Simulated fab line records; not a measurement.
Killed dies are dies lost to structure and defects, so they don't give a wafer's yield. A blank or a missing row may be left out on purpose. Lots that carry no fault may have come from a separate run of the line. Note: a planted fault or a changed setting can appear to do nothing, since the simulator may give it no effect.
Which tool was responsible? -- flow berkeley-cmos170 -- at 1 step of a route of 331, 7 lots with 21 wafers sampled

## WHAT THE GAUGES SHOWED, per wafer
UCB170_PWELL_THK_MEAS_03.
lot,measured,on,PWELL_OXIDE_THK (nm)
L868,day 3 04:39,film-metro-03,26.0 26.5 26.1
L870,day 3 21:13,film-metro-02,26.3 26.3 26.4
L873,day 4 07:58,film-metro-03,26.3 26.6 26.5
L876,day 5 06:53,film-metro-02,26.1 26.4 26.1
L878,day 5 15:19,film-metro-04,25.9 26.1 26.5
L884,day 6 21:58,film-metro-03,26.9 26.4 26.4
L887,day 7 08:52,film-metro-03,25.8 25.5 26.0

## WHICH TOOL RAN EACH LOT (tool, then ch and the chambers of the sampled wafers, then the start)
Before these readings, the record contains no process step.

## THE ANSWER, worked out from the rows above alone
Rule: usual is defined by the lots themselves. Put in order of their means at a reading, lots are off if they are a third of the lots or fewer, leave a main group of 4 or more, and stand apart from it by a gap of 3 or more times the standard deviation of the main group's means; of several such gaps the widest counts. If all means in a main group match to the digits the tables above print for the reading, that group is not used. A lot without any number at a reading at which 4 lots or more have one is off too. All remaining lots with rows at the step are treated as sound.
Across all readings shown, no lot is off: no conclusion can be drawn from this.

## WHAT THE SIMULATOR PUT IN
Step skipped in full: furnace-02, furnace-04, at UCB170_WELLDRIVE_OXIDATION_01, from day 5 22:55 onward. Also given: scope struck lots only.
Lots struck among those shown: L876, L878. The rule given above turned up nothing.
